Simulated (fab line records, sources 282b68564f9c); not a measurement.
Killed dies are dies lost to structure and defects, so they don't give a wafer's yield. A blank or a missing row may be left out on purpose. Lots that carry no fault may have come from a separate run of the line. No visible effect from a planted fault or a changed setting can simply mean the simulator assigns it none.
fab line records | flow ritCmos
record lots=6 | wafers=18 | lastDay=7
route steps=202 shown NLDD@104 PLDD@114 M1@202
lots that met no fault: taken from a fault-free run of the same line
startH: the number of hours between the record's first day and the start of the first shown wafer of the lot | waitH: time in hours since the lot's previous step | " same as the row above | L1.1+2: several wafers, shown together as one row | - value missing, or start not given | * or withheld: withheld | < > ~ a bound
route shown NAME@n: names a module that has steps shown in the file, with the first one's number in the route | usual: mean/standard deviation of fault-free wafers | same: alike in all rows | chamber/n: place in a boat | sites: the reading at each site | _std_site: their standard deviation | _edge_site: the outer-site mean with the inner-site mean subtracted | radiusMm: for every site, how far away it sits from the centre of the wafer | mask NAME#n: copy n | behind: the tool/chamber that last shaped the wafer | hold: reason for holding the lot/hours on hold/outcome of the hold | device: whichever transistor did not switch (one of n, p or np) | end of line: tests run on the same wafers once the route is complete | for a step that has no rows: nothing shown but its recipe | killed: count of dies lost to structure and defects at first sort (not the wafer's yield) | map: dies across one wafer; x = killed, . = not, _ = none there
set.NAME: the run value of the setting; set.NAME@STEP: its run value at that earlier step | model.NAME: the simulator's own value behind a step, which no gauge read
a table for each step, a row for each wafer; lots at some steps of the route
services: the hour from which a tool's chamber was out of use, counted from the record's first day as startH (under 0 if before that day), plus the number of hours and why
## steps
# step RIT_NLDD_COAT_01
# recipe resist=NOVOLAK | spinRpm=3250 | resistThkNm=1000
# step RIT_NLDD_SOFTBAKE_02
# recipe resist=NOVOLAK | tempC=90 | timeS=60
# step RIT_NLDD_EXPOSE_03
# recipe maskId=M7 | na=0.57 | targetCdNm=40700 | doseMj=250
# step RIT_NLDD_PEB_04
# recipe resist=NOVOLAK | tempC=withheld | timeS=withheld
# step RIT_NLDD_DEVELOP_05
# recipe resist=NOVOLAK | developTimeS=50 | devTempC=23
# step RIT_NLDD_OVL_MEAS_06
# usual NLDD_OVL=-0.4/1.4
lot.wafer | tool       | chamber | startH | waitH | NLDD_OVL[nm]
L135.2    | overlay-01 | -       | 82.18  | -     | -0.9
L135.3    | "          | -       | "      | "     | -2.0
L135.6    | "          | -       | "      | "     | -1.1
L137.1    | overlay-02 | -       | 90.77  | -     | -1.2
L137.2    | "          | -       | "      | "     | -0.9
L137.3    | "          | -       | "      | "     | -0.9
L144.2    | overlay-01 | -       | 122.50 | -     | -0.7
L144.4    | "          | -       | "      | "     | -0.5
L144.5    | "          | -       | "      | "     | 0.1
L149.2    | overlay-01 | -       | 136.46 | -     | -0.2
L149.3    | "          | -       | "      | "     | 1.0
L149.4    | "          | -       | "      | "     | -1.7
L148.2    | overlay-01 | -       | 136.74 | -     | -3.1
L148.3    | "          | -       | "      | "     | -2.6
L148.5    | "          | -       | "      | "     | -1.6
L153.2    | overlay-02 | -       | 151.14 | -     | -0.5
L153.4    | "          | -       | "      | "     | -1.9
L153.6    | "          | -       | "      | "     | -2.0
# step RIT_NLDD_HARDBAKE_07
# recipe resist=NOVOLAK | tempC=140 | timeS=60
# step RIT_NLDD_IMPLANT_08
# recipe species=P | energyKev=20 | doseCm2=5e+14 | tiltDeg=7
# step RIT_NLDD_STRIP_09
# recipe chemistry=O2 | timeS=180 | resist=NOVOLAK | platenTempC=withheld | powerW=500 | pressureMtorr=4000 | o2FlowSccm=4000
# usual drypumpMotorCurrentA=5.4/0.45 | rfReflPowerW=6.5/0.87
lot.wafer | tool           | chamber | startH | waitH | drypumpMotorCurrentA | rfHoursCounterH | rfReflPowerW
L135.2    | plasmaAsher-03 | 1       | 82.51  | 0.1   | 4.7                  | 42              | 6.3
L135.3    | "              | 1       | "      | "     | 4.7                  | -               | 5.5
L135.6    | "              | 0       | "      | "     | 5.7                  | -               | 6.6
L137.1    | plasmaAsher-03 | 1       | 91.11  | 0.1   | 4.7                  | 42              | 6.2
L137.2    | "              | 0       | "      | "     | 5.7                  | 42              | 6.4
L137.3    | "              | 1       | "      | "     | 4.7                  | -               | 6.3
L144.2    | plasmaAsher-03 | 1       | 122.95 | 0.1   | 4.7                  | 1               | 6.3
L144.4    | "              | 0       | "      | "     | 5.7                  | -               | 6.4
L144.5    | "              | 0       | "      | "     | 5.7                  | -               | 6.3
L149.2    | plasmaAsher-04 | 1       | 136.90 | 0.1   | 4.9                  | 53              | 6.0
L149.3    | "              | 0       | "      | "     | 5.5                  | -               | 6.1
L149.4    | "              | 1       | "      | "     | 4.9                  | -               | 6.3
L148.2    | plasmaAsher-01 | 0       | 137.07 | 0.1   | 6.0                  | 31              | 8.5
L148.3    | "              | 1       | "      | "     | 5.7                  | -               | 6.2
L148.5    | "              | 0       | "      | "     | 6.0                  | -               | 8.7
L153.2    | plasmaAsher-01 | 1       | 151.47 | 0.1   | 5.7                  | 33              | 6.1
L153.4    | "              | 0       | "      | "     | 6.0                  | -               | 8.7
L153.6    | "              | 1       | "      | "     | 5.7                  | -               | 5.5
# step RIT_NLDD_TW_MEAS_10
# usual NLDD_TW=2502/27
lot.wafer | tool         | chamber | startH | waitH | NLDD_TW
L135.2    | filmMetro-01 | -       | 82.70  | 0.1   | 2473
L135.3    | "            | -       | "      | "     | 2451
L135.6    | "            | -       | "      | "     | 2461
L137.1    | filmMetro-01 | -       | 91.28  | 0.1   | 2455
L137.2    | "            | -       | "      | "     | 2465
L137.3    | "            | -       | "      | "     | 2463
L144.2    | filmMetro-03 | -       | 123.14 | 0.1   | 2526
L144.4    | "            | -       | "      | "     | 2530
L144.5    | "            | -       | "      | "     | 2536
L149.2    | filmMetro-03 | -       | 137.09 | 0.1   | 2519
L149.3    | "            | -       | "      | "     | 2516
L149.4    | "            | -       | "      | "     | 2522
L148.2    | filmMetro-02 | -       | 137.26 | 0.1   | 2526
L148.3    | "            | -       | "      | "     | 2518
L148.5    | "            | -       | "      | "     | 2525
L153.2    | filmMetro-03 | -       | 151.65 | 0.1   | 2480
L153.4    | "            | -       | "      | "     | 2471
L153.6    | "            | -       | "      | "     | 2482
# step RIT_PLDD_HMDS_00
# recipe primeTimeS=60 | primeTempC=140
# step RIT_PLDD_COAT_01
# recipe resist=NOVOLAK | spinRpm=3250 | resistThkNm=1000
# step RIT_PLDD_SOFTBAKE_02
# recipe resist=NOVOLAK | tempC=90 | timeS=60
# usual heaterPowerTotalW=34.56/0.05 | runLengthS=89.18/0.16
lot.wafer | tool          | chamber | startH | waitH | heaterPowerTotalW | runLengthS
L135.2    | lithoTrack-01 | 0       | 83.07  | 0.1   | 34.49             | 89.12
L135.3    | "             | 0       | "      | "     | 34.59             | 89.01
L135.6    | "             | 0       | "      | "     | 34.56             | 89.27
L137.1    | lithoTrack-04 | 0       | 91.64  | 0.1   | 34.52             | 89.41
L137.2    | "             | 0       | "      | "     | 34.56             | 89.20
L137.3    | "             | 0       | "      | "     | 34.47             | 89.43
L144.2    | lithoTrack-04 | 0       | 123.73 | 0.1   | 34.59             | 101.22
L144.4    | "             | 0       | "      | "     | 34.59             | 101.21
L144.5    | "             | 0       | "      | "     | 34.54             | 101.23
L149.2    | lithoTrack-01 | 0       | 137.46 | 0.1   | 34.60             | 89.40
L149.3    | "             | 0       | "      | "     | 34.57             | 89.17
L149.4    | "             | 0       | "      | "     | 34.57             | 89.16
L148.2    | lithoTrack-04 | 0       | 137.96 | 0.1   | 34.61             | 101.26
L148.3    | "             | 0       | "      | "     | 34.60             | 101.49
L148.5    | "             | 0       | "      | "     | 34.60             | 101.28
L153.2    | lithoTrack-02 | 0       | 152.03 | 0.1   | 34.56             | 88.91
L153.4    | "             | 0       | "      | "     | 34.55             | 89.23
L153.6    | "             | 0       | "      | "     | 34.62             | 89.32
# step RIT_PLDD_EXPOSE_03
# recipe maskId=M8 | na=0.57 | targetCdNm=40900 | doseMj=250
# step RIT_M1_PROBE_99
# usual killedAtFrontEnd=6.7/2.9 | killedDies=6.8/2.9 | killedOpen=3.5/2.1 | killedShort=3.2/1.9
# same grossDies=264 | killed_at_M0_to_M3=0 | killed_at_M4_up=0 | killedAtBackSide=0 | killedAtContacts=0 | killedAtOther=0
lot.wafer | tool      | chamber | startH | waitH | killedAtFrontEnd | killedDies | killedOpen | killedShort
L135.2    | prober-02 | -       | 98.77  | 0.1   | 6                | 6          | 4          | 2
L135.3    | prober-02 | -       | 98.82  | 0.2   | 12               | 12         | 7          | 5
L135.6    | prober-02 | -       | 98.97  | 0.2   | 3                | 3          | 3          | 0
L144.2    | prober-02 | -       | 141.44 | 0.1   | 2                | 2          | 0          | 2
L144.4    | prober-02 | -       | 141.54 | 0.2   | 10               | 10         | 3          | 7
L144.5    | prober-02 | -       | 141.59 | 0.2   | 11               | 11         | 7          | 4
L148.2    | prober-02 | -       | 154.01 | 0.1   | 6                | 6          | 3          | 3
L148.3    | prober-02 | -       | 154.06 | 0.2   | 6                | 6          | 2          | 4
L148.5    | prober-02 | -       | 154.16 | 0.2   | 7                | 7          | 5          | 2
# killed by level:class
L135.2 GATE:geometricParticle:open=2 SPACER:geometricParticle:open=2 GATE:geometricParticle:short=1 SPACER:geometricParticle:short=1
L135.3 GATE:geometricParticle:open=3 GATE:geometricParticle:short=3 SPACER:geometricParticle:open=2 SPACER:geometricParticle:short=2 FOX1:geometricParticle:open=1 FOX2:geometricParticle:open=1
L135.6 FOX1:geometricParticle:open=1 FOX2:geometricParticle:open=1 GATE:geometricParticle:open=1
L144.2 GATE:geometricParticle:short=1 SILICIDE:geometricParticle:short=1
L144.4 GATE:geometricParticle:short=5 ACTIVE:geometricParticle:short=1 FOX1:geometricParticle:open=1 FOX2:geometricParticle:open=1 SILICIDE:geometricParticle:open=1 SILICIDE:geometricParticle:short=1
L144.5 FOX2:geometricParticle:open=3 GATE:geometricParticle:short=3 SPACER:geometricParticle:open=2 FOX1:geometricParticle:open=1 FOX2:geometricParticle:short=1 GATE:geometricParticle:open=1
L148.2 GATE:geometricParticle:short=3 FOX1:geometricParticle:open=1 GATE:geometricParticle:open=1 SILICIDE:geometricParticle:open=1
L148.3 GATE:geometricParticle:short=3 FOX1:geometricParticle:open=1 REOX:geometricParticle:open=1 REOX:geometricParticle:short=1
L148.5 SPACER:geometricParticle:open=2 SILICIDE:geometricParticle:open=2 GATE:geometricParticle:short=1 REOX:geometricParticle:open=1 SILICIDE:geometricParticle:short=1
## services
tool           | chamber | startH | hours | kind
plasmaAsher-01 | -       | 64.14  | 1.0   | repair
plasmaAsher-01 | -       | 98.66  | 2.8   | pm
plasmaAsher-03 | -       | 108.88 | 9.0   | pm
plasmaAsher-03 | 0       | 108.88 | 9.0   | ventCycle
plasmaAsher-03 | 1       | 108.88 | 9.0   | ventCycle
plasmaAsher-03 | 0       | 117.88 | -     | clean
plasmaAsher-03 | 1       | 117.88 | -     | clean
## key
firstSign step=RIT_PLDD_SOFTBAKE_02 | reading=runLengthS | direction=up | sigmas=76 | usual=* | struck=*
effect none on later readings
metAt RIT_PLDD_SOFTBAKE_02
struckWafers L144.2,L144.4,L144.5,L148.2,L148.3,L148.5
testerLeftOut L144,L148
onsetBetween 91.64 123.73
fault kind=processParameterDrift | tool=lithoTrack-04 | chamber=- | onsetH=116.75 | steps=RIT_PLDD_SOFTBAKE_02 | channel=timeS | offset=* | shape=step | endH=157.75 | actsIn=* | stated=*
# testerLeftOut: of these lots the tester's yield and bins aren't shown, on N5 and GAA mostly nor the transistor test; their killed dies are dies lost to structure and defects alone, not to doping, threshold or leakage, so they don't give the yield
